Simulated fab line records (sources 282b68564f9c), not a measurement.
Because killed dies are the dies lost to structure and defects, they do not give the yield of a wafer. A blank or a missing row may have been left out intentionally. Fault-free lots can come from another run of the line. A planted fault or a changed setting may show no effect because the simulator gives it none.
Lot-split experiment / flow ritCmos / route with 202 steps; 5 lots, 23 wafers read

== ABOUT THE SPLIT ==
At RIT_SILICIDE_SPUTTER_01 (material Ti, target thk 30 nm, time 240 s), the setting chamberPressurePa was moved away from the recipe's 0.667 Pa on 15 of the 23 wafers read, by -5.3% to +13.3%. For the rest of the wafers, this setting stayed at what the recipe calls for.

Between the split and the reading, the file records no step.

== THE READING ==
SILICIDE_TI_RS, in ohm/sq, at RIT_SILICIDE_RS_MEAS_02 (measures by four-point-probe). Fault-free wafers of this fab line usually give 47.9 ohm/sq, standard deviation 0.54 ohm/sq.

wafer=L078.2; tool, chamber at the split=pvdSputter-03, -; chamberPressurePa as run, Pa=0.7057; against the recipe=+5.8%; SILICIDE_TI_RS, ohm/sq=55.5; against lot-mates on the recipe=no lot-mate on the recipe
wafer=L078.3; tool, chamber at the split=pvdSputter-03, -; chamberPressurePa as run, Pa=0.7057; against the recipe=+5.8%; SILICIDE_TI_RS, ohm/sq=54.2; against lot-mates on the recipe=no lot-mate on the recipe
wafer=L078.4; tool, chamber at the split=pvdSputter-03, -; chamberPressurePa as run, Pa=0.7057; against the recipe=+5.8%; SILICIDE_TI_RS, ohm/sq=55.5; against lot-mates on the recipe=no lot-mate on the recipe
wafer=L078.5; tool, chamber at the split=pvdSputter-03, -; chamberPressurePa as run, Pa=0.7057; against the recipe=+5.8%; SILICIDE_TI_RS, ohm/sq=54.6; against lot-mates on the recipe=no lot-mate on the recipe
wafer=L078.6; tool, chamber at the split=pvdSputter-03, -; chamberPressurePa as run, Pa=0.7057; against the recipe=+5.8%; SILICIDE_TI_RS, ohm/sq=54.7; against lot-mates on the recipe=no lot-mate on the recipe
wafer=L079.1; tool, chamber at the split=pvdSputter-02, -; chamberPressurePa as run, Pa=0.667; against the recipe=recipe; SILICIDE_TI_RS, ohm/sq=48.9; against lot-mates on the recipe=-
wafer=L079.2; tool, chamber at the split=pvdSputter-02, -; chamberPressurePa as run, Pa=0.667; against the recipe=recipe; SILICIDE_TI_RS, ohm/sq=48.3; against lot-mates on the recipe=-
wafer=L079.3; tool, chamber at the split=pvdSputter-02, -; chamberPressurePa as run, Pa=0.667; against the recipe=recipe; SILICIDE_TI_RS, ohm/sq=47.5; against lot-mates on the recipe=-
wafer=L079.4; tool, chamber at the split=pvdSputter-02, -; chamberPressurePa as run, Pa=0.667; against the recipe=recipe; SILICIDE_TI_RS, ohm/sq=48.4; against lot-mates on the recipe=-
wafer=L079.6; tool, chamber at the split=pvdSputter-02, -; chamberPressurePa as run, Pa=0.667; against the recipe=recipe; SILICIDE_TI_RS, ohm/sq=48.2; against lot-mates on the recipe=-
wafer=L080.1; tool, chamber at the split=pvdSputter-03, -; chamberPressurePa as run, Pa=0.7559; against the recipe=+13.3%; SILICIDE_TI_RS, ohm/sq=64.3; against lot-mates on the recipe=no lot-mate on the recipe
wafer=L080.2; tool, chamber at the split=pvdSputter-03, -; chamberPressurePa as run, Pa=0.7559; against the recipe=+13.3%; SILICIDE_TI_RS, ohm/sq=65.6; against lot-mates on the recipe=no lot-mate on the recipe
wafer=L080.3; tool, chamber at the split=pvdSputter-03, -; chamberPressurePa as run, Pa=0.7559; against the recipe=+13.3%; SILICIDE_TI_RS, ohm/sq=64.8; against lot-mates on the recipe=no lot-mate on the recipe
wafer=L080.4; tool, chamber at the split=pvdSputter-03, -; chamberPressurePa as run, Pa=0.7559; against the recipe=+13.3%; SILICIDE_TI_RS, ohm/sq=64.4; against lot-mates on the recipe=no lot-mate on the recipe
wafer=L080.6; tool, chamber at the split=pvdSputter-03, -; chamberPressurePa as run, Pa=0.7559; against the recipe=+13.3%; SILICIDE_TI_RS, ohm/sq=65.5; against lot-mates on the recipe=no lot-mate on the recipe
wafer=L083.1; tool, chamber at the split=pvdSputter-04, -; chamberPressurePa as run, Pa=0.6314; against the recipe=-5.3%; SILICIDE_TI_RS, ohm/sq=42.4; against lot-mates on the recipe=no lot-mate on the recipe
wafer=L083.2; tool, chamber at the split=pvdSputter-04, -; chamberPressurePa as run, Pa=0.6314; against the recipe=-5.3%; SILICIDE_TI_RS, ohm/sq=42.5; against lot-mates on the recipe=no lot-mate on the recipe
wafer=L083.3; tool, chamber at the split=pvdSputter-04, -; chamberPressurePa as run, Pa=0.6314; against the recipe=-5.3%; SILICIDE_TI_RS, ohm/sq=43.0; against lot-mates on the recipe=no lot-mate on the recipe
wafer=L083.5; tool, chamber at the split=pvdSputter-04, -; chamberPressurePa as run, Pa=0.6314; against the recipe=-5.3%; SILICIDE_TI_RS, ohm/sq=42.8; against lot-mates on the recipe=no lot-mate on the recipe
wafer=L083.6; tool, chamber at the split=pvdSputter-04, -; chamberPressurePa as run, Pa=0.6314; against the recipe=-5.3%; SILICIDE_TI_RS, ohm/sq=43.0; against lot-mates on the recipe=no lot-mate on the recipe
wafer=L085.2; tool, chamber at the split=pvdSputter-03, -; chamberPressurePa as run, Pa=0.667; against the recipe=recipe; SILICIDE_TI_RS, ohm/sq=46.4; against lot-mates on the recipe=-
wafer=L085.3; tool, chamber at the split=pvdSputter-03, -; chamberPressurePa as run, Pa=0.667; against the recipe=recipe; SILICIDE_TI_RS, ohm/sq=46.5; against lot-mates on the recipe=-
wafer=L085.6; tool, chamber at the split=pvdSputter-03, -; chamberPressurePa as run, Pa=0.667; against the recipe=recipe; SILICIDE_TI_RS, ohm/sq=47.4; against lot-mates on the recipe=-

THE FIT
A straight line over all 23 wafers: SILICIDE_TI_RS changes by +1.21 ohm/sq for each +1% of chamberPressurePa; r = +0.99; the points scatter about the line by 0.92 ohm/sq.
Too few moved wafers have a lot-mate on the recipe to fit a line with each lot's own level taken away.

== THE WHOLE CHAIN: every reading that the file lists as answering this split, in the file's order ==
step=RIT_SILICIDE_SPUTTER_01; what it does=material Ti, target thk 30 nm, time 240 s; reading=Ti_of_SILICIDE_SPUTTER_01.thkNm (the simulator's own value, which no gauge read); change (the file's fit)=-0.0986 nm for each +1% of the setting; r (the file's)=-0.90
step=RIT_SILICIDE_RS_MEAS_02; what it does=measures by four-point-probe; reading=SILICIDE_TI_RS; change (the file's fit)=+1.21 for each +1% of the setting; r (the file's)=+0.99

== THE FILE'S OWN FIT ==
SILICIDE_TI_RS changes by +1.21 ohm/sq for each +1% of chamberPressurePa, r = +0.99.
